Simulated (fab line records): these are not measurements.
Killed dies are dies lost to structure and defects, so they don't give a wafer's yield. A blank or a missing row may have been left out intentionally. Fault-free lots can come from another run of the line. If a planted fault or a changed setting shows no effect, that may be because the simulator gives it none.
Split-lot experiment	flow ritCmos	23 wafers read from 5 lots, route of 202 steps

== ON THE SPLIT ==
At RIT_NWELL_IMPLANT_08, the setting doseCm2 was moved away from the recipe's 5e+13 on 10 of the 23 wafers read, by -3.4% to +7.1%. For the rest of the wafers, this setting stayed at what the recipe calls for.

== FROM THE SPLIT TO THE READING: what the file shows between them, 10 steps ==
- RIT_NWELL_STRIP_09: strips in O2, time 180 s
- RIT_NWELL_TW_MEAS_10
- RIT_PWELL_COAT_01: resist thk 1300 nm (also split here: resistThkNm)
- RIT_PWELL_SOFTBAKE_02: time 60 s
- RIT_PWELL_EXPOSE_03: exposes mask M3, target cd 43700 nm
- RIT_PWELL_DEVELOP_05: develop time 68 s
- RIT_PWELL_HARDBAKE_07: time 120 s
- RIT_PWELL_IMPLANT_08
- RIT_PWELL_STRIP_09: strips in O2, time 180 s
- RIT_WELLDRIVE_ANNEAL_00: time 14700 s

== THE READING ==
NWELL_RS (ohm/sq), read at RIT_WELLDRIVE_RS_MEAS_01 with a four-point probe. A value of 275.6 ohm/sq with a standard deviation of 0.88 ohm/sq is what fault-free wafers of this fab line usually give.

wafer	tool, chamber at the split	doseCm2 as run	against the recipe	NWELL_RS, ohm/sq	against lot-mates on the recipe
L075.1	implanter-02, 0	5e+13	recipe	275.8	-
L075.3	implanter-02, 0	5e+13	recipe	276.2	-
L075.6	implanter-02, 0	5e+13	recipe	276.5	-
L077.1	implanter-03, 0	5.27e+13	+5.4%	266.5	-8.3
L077.2	implanter-03, 0	5.27e+13	+5.4%	266.0	-8.8
L077.3	implanter-03, 0	5.27e+13	+5.4%	265.9	-8.9
L077.4	implanter-03, 0	5e+13	recipe	274.9	-
L077.6	implanter-03, 0	5e+13	recipe	274.7	-
L081.1	implanter-02, 0	5e+13	recipe	276.2	-
L081.2	implanter-02, 0	5.331e+13	+6.6%	265.4	-10.8
L081.4	implanter-02, 0	5.331e+13	+6.6%	266.0	-10.2
L081.5	implanter-02, 0	5e+13	recipe	276.1	-
L081.6	implanter-02, 0	5e+13	recipe	276.4	-
L082.1	implanter-02, 0	5.354e+13	+7.1%	264.2	-10.4
L082.2	implanter-02, 0	5e+13	recipe	274.0	-
L082.3	implanter-02, 0	5.354e+13	+7.1%	263.5	-11.1
L082.4	implanter-02, 0	5.354e+13	+7.1%	263.6	-11.0
L082.6	implanter-02, 0	5e+13	recipe	275.3	-
L085.1	implanter-01, 0	5e+13	recipe	275.5	-
L085.3	implanter-01, 0	5e+13	recipe	275.9	-
L085.4	implanter-01, 0	4.828e+13	-3.4%	281.1	+5.5
L085.5	implanter-01, 0	5e+13	recipe	275.5	-
L085.6	implanter-01, 0	4.828e+13	-3.4%	281.0	+5.4

FIT RESULTS
A straight line over all 23 wafers: NWELL_RS changes by -1.64 ohm/sq for each +1% of doseCm2; r = -0.99; the points scatter about the line by 0.7 ohm/sq.
The same after taking each lot's own level away (the mean of its wafers on the recipe; 23 wafers): -1.57 ohm/sq for each +1%; r = -1.00; scatter 0.33 ohm/sq.
Per that fit: largest doseCm2 move, reading shift of 11 ohm/sq.
The span of the lots' own levels, 274.65 to 276.23 ohm/sq, comes to 1.8 times the standard deviation stated above.
So the lot-to-lot level changes the slope little: the two slopes agree.
Check: -11.2 ohm/sq against its lot-mates is what the line predicts for one of the wafers moved furthest among these (+7.1%) when that wafer is left out of the fit. It came out at -10.4 ohm/sq against them.

== OTHER SPLITS ON THESE WAFERS ==
Note: prior to the reading, these wafers also went through further splits. Each is held against what the fit with the lots' levels taken away leaves over:
other split on the same wafers	wafers away from the commonest value	r with NWELL_RS (lot level and that fit taken away)
RIT_ACTIVE_OXIDATION_01 tempC	18	-0.19
RIT_ACTIVE_EXPOSE_08 doseMj	8	+0.07
RIT_PWELL_COAT_01 resistThkNm	9	+0.06

== THE WHOLE CHAIN: every reading that the file lists as answering this split, in the file's order ==
step	what it does	reading	change (the file's fit)	r (the file's)
RIT_NWELL_TW_MEAS_10		NWELL_TW	+6.93 for each +1% of the setting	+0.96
RIT_WELLDRIVE_RS_MEAS_01	measures by four-point-probe	NWELL_RS	-1.57 for each +1% of the setting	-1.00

== FILE'S OWN FIT ==
NWELL_RS changes by -1.57 ohm/sq for each +1% of doseCm2, r = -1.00.
